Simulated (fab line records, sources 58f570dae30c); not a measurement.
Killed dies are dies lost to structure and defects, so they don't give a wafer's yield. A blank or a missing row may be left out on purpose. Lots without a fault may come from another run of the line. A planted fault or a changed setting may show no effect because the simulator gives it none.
Chamber matching | flow berkeley_cmos170 | UCB170_NVT_CLEAN_10 on wet_bench-03: 3 sister chambers
The step cleans in SPM, time 600 s. 18 wafers are shown with their chamber, then 9 later ones without.

WAFERS WITH THEIR CHAMBER
wafer  | chamber | bath_guard_temp_C (C) | bath_heat_duty_pct (%)
L164.1 | 2       | 119.8                 | 13.1
L164.3 | 2       | 119.9                 | 10.7
L164.5 | 2       | 119.8                 | 13.9
L168.2 | 0       | 121.0                 | 13.6
L168.5 | 0       | 120.6                 | 13.3
L168.6 | 0       | 120.9                 | 14.4
L175.1 | 2       | 119.9                 | 12.8
L175.4 | 2       | 119.6                 | 11.1
L175.6 | 2       | 120.0                 | 12.7
L176.3 | 0       | 120.8                 | 14.1
L176.4 | 0       | 121.0                 | 15.5
L176.6 | 0       | 120.6                 | 14.3
L177.3 | 0       | 121.0                 | 14.0
L177.5 | 0       | 121.0                 | 14.7
L177.6 | 0       | 121.0                 | 13.4
L183.2 | 3       | 119.5                 | 13.6
L183.3 | 3       | 119.7                 | 12.5
L183.5 | 3       | 119.8                 | 12.6

SIGNATURES (means of the wafers above)
reading            | chamber 0 | chamber 2 | chamber 3 | scatter within a chamber
bath_guard_temp_C  | 120.878   | 119.833   | 119.667   | 0.158
bath_heat_duty_pct | 14.144    | 12.383    | 12.900    | 0.899
Rule: a wafer's distance from a chamber is the root of the sum, over the readings, of the square of ((its reading less the chamber's mean) divided by the reading's scatter). The wafer belongs to the nearest chamber; if the next one is less than 2 further off, it can't be placed. The scatter: the root of (the sum of the squares of (reading less its chamber's mean) over the shown wafers, divided by (wafers less chambers)).

WAFERS WITHOUT THEIR CHAMBER
wafer  | bath_guard_temp_C (C) | bath_heat_duty_pct (%)
L184.1 | 121.2                 | 13.9
L184.4 | 120.8                 | 15.3
L184.6 | 120.9                 | 14.3
L185.1 | 120.9                 | 13.9
L185.2 | 121.1                 | 13.8
L185.6 | 120.9                 | 14.6
L186.1 | 119.8                 | 12.1
L186.3 | 120.1                 | 12.2
L186.6 | 120.0                 | 12.1

WHICH CHAMBER EACH WENT THROUGH
wafer  | from the rows above     | in truth
L184.1 | 0                       | 0
L184.4 | 0                       | 0
L184.6 | 0                       | 0
L185.1 | 0                       | 0
L185.2 | 0                       | 0
L185.6 | 0                       | 0
L186.1 | can't be placed: 2 or 3 | 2
L186.3 | can't be placed: 2 or 3 | 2
L186.6 | can't be placed: 2 or 3 | 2
Placed correctly: 6 of 9. Can't be placed from these rows: 3 (the true chamber is among the candidates in 3). Placed wrongly: 0.
